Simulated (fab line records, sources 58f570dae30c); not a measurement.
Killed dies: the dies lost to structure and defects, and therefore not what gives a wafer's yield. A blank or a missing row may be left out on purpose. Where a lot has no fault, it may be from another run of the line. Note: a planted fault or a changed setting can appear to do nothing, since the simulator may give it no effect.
2 desks, one fault ; flow berkeley cmos170 ; only its own numbers are on each desk; what lay behind them is given at the end

== THE METROLOGY DESK ==
What the gauges read for every lot (on any tool): the sampled wafers with a number, averaged. Any lot whose mean is over 4 standard deviations away from the usual mean is out of limits and marked OUT; that distance is given in the brackets.
Columns: A = SILICIDE_TI_RS at UCB170_SILICIDE_RS_MEAS_02, usual 26.2 ohm/sq; B = SILICIDE_TI_THK at UCB170_SILICIDE_THK_MEAS_03, usual 30.3 nm; C = CONTACT_PSG_THK at UCB170_CONTACT_THK_MEAS_02, usual 695 nm; D = M1_OVL at UCB170_M1_OVL_MEAS_10, usual -3 nm
lot;first seen here;A;B;C;D
L131;day 7 04:56;25.9;30.5;716;-2
L132;day 7 05:15;26.2;30.1;694;0
L136;day 7 23:55;26.2;30.4;702;6
L135;day 8 00:34;25.8;30.8;690;-4
L140;day 8 09:59;26.2;30.1;695;-4
L142;day 8 17:52;26.3;30.1;686;-5
L141;day 8 18:13;26.5;30.1;696;-3
L143;day 9 11:03;25.6;31.1;689;2
L146;day 9 17:38;26.3;30.1;695;-12
L144;day 9 18:00;26.3;30.1;691;-5
L145;day 9 18:14;26.1;30.3;684;0
L147;day 9 18:23;28.6 (+6.1) OUT;28.5 (-4.4) OUT;684;-0
L148;day 10 23:19;26.7;29.7;689;-12
This desk finds L147 out of limits, with the earliest case on L147 at day 9 18:23 (SILICIDE_TI_RS at UCB170_SILICIDE_RS_MEAS_02). L131, L132, L136, L135, L140, L142, L141, L143, L146, L144, L145, L148 stayed within limits.

== TOOL OWNER'S DESK, pvd sputter-04 ==
The tool's own readings at UCB170_SILICIDE_SPUTTER_01 (material Ti, target thk 30 nm, time 25 s): means of the sampled wafers that have a number, for each lot that ran on this tool. Any lot whose mean is over 4 standard deviations away from the usual mean is out of limits and marked OUT; that distance is given in the brackets.
Columns: A = throttle valve pct at UCB170_SILICIDE_SPUTTER_01, usual 30.2 %
lot;first seen here;A
L132;day 7 05:11;29.7
L136;day 7 23:50;29.8
L140;day 8 09:55;29.7
L143;day 9 10:59;30.0
L146;day 9 17:35;30.2
L147;day 9 18:22;29.8
Result from this desk: across the 6 lots, nothing is out of limits.

== ALL TOGETHER ==
An alarm was possible from the metrology desk at day 9 18:23, on L147.
Nothing out of limits was seen by the tool owner's desk.
Tool owner's desk: L147 on record, inside its limits.
All the named lots went through UCB170_SILICIDE_SPUTTER_01 on pvd sputter-04.

== WHAT THE SIMULATOR PUT IN ==
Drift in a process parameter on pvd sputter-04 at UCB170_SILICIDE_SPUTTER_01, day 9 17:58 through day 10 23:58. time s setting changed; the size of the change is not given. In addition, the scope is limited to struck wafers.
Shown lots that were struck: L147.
Time in hours between the start of the fault and the first out-of-limits reading at each desk: metrology desk, 0.
